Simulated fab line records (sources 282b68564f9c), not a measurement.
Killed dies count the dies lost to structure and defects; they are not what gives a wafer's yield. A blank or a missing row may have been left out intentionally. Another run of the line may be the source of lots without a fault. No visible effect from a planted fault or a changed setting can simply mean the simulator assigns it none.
A single fault, viewed from 2 desks + flow rit cmos + only its own numbers are on each desk; what lay behind them is given at the end

== TOOL OWNER'S DESK, rie metal-03 ==
The tool's own readings at RIT_M1_METAL_ETCH_12 (etches Al in Cl2/BCl3, stops on SiO2, time 165 s, target depth 600 nm): means of the sampled wafers that have a number, for each lot that ran on this tool. A lot is out of limits, marked OUT, if its mean lies more than 4 standard deviations from the usual mean; the brackets give that distance.
Columns: A = drypump motor current A at RIT_M1_METAL_ETCH_12, usual 5.91 A; B = oes product au at RIT_M1_METAL_ETCH_12, usual 0.778 a.u.; C = rf fwd power W at RIT_M1_METAL_ETCH_12, usual 248.9 W; D = throttle valve pct at RIT_M1_METAL_ETCH_12, usual 8.29 %
| lot  | first seen here | A    | B                | C                       | D    |
|------|-----------------|------|------------------|-------------------------|------|
| L302 | day 4 23:58     | 6.09 | 0.739 (-5.0) OUT | 149.8 (-99 or more) OUT | 8.33 |
| L306 | day 5 20:41     | 6.12 | 0.737 (-5.3) OUT | 148.9 (-99 or more) OUT | 8.32 |
This desk's verdict: out of limits on L302, L306, starting with L302 at day 4 23:58 (oes product au at RIT_M1_METAL_ETCH_12). In limits: none.

== FROM THE METROLOGY DESK ==
What the gauges read, lot by lot, whatever tool the lot ran on: means of the sampled wafers that have a number. A lot is out of limits, marked OUT, if its mean lies more than 4 standard deviations from the usual mean; the brackets give that distance.
Columns: A = cd nm at RIT_M1_CD_MEAS_90, usual 2601.5 nm
| lot  | first seen here | A                 |
|------|-----------------|-------------------|
| L295 | day 3 09:13     | 2599.2            |
| L302 | day 5 00:30     | 2618.0 (+6.4) OUT |
| L306 | day 5 21:12     | 2617.7 (+6.2) OUT |
| L308 | day 6 04:40     | 2598.2            |
| L310 | day 6 11:37     | 2604.2            |
| L311 | day 6 17:20     | 2604.6            |
| L312 | day 6 23:29     | 2602.4            |
| L313 | day 7 06:08     | 2605.0            |
| L314 | day 7 10:52     | 2604.6            |
| L316 | day 8 00:03     | 2601.3            |
| L317 | day 8 00:18     | 2603.1            |
This desk's verdict: out of limits on L302, L306, starting with L302 at day 5 00:30 (cd nm at RIT_M1_CD_MEAS_90). In limits: L295, L308, L310, L311, L312, L313, L314, L316, L317.

== PUT TOGETHER ==
An alarm could have come from the tool owner's desk at day 4 23:58, on L302, L306.
Metrology desk: alarm possible at day 5 00:30 on L302, L306.
Every lot named ran RIT_M1_METAL_ETCH_12 on rie metal-03.

== WHAT THE SIMULATOR PUT IN ==
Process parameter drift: rie metal-03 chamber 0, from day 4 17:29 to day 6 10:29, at RIT_M1_METAL_ETCH_12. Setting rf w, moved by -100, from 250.
Struck lots among those shown: L302, L306.
Counting hours from when the fault started, the first reading out of limits came at 6 for the tool owner's desk and at 7 for the metrology desk.
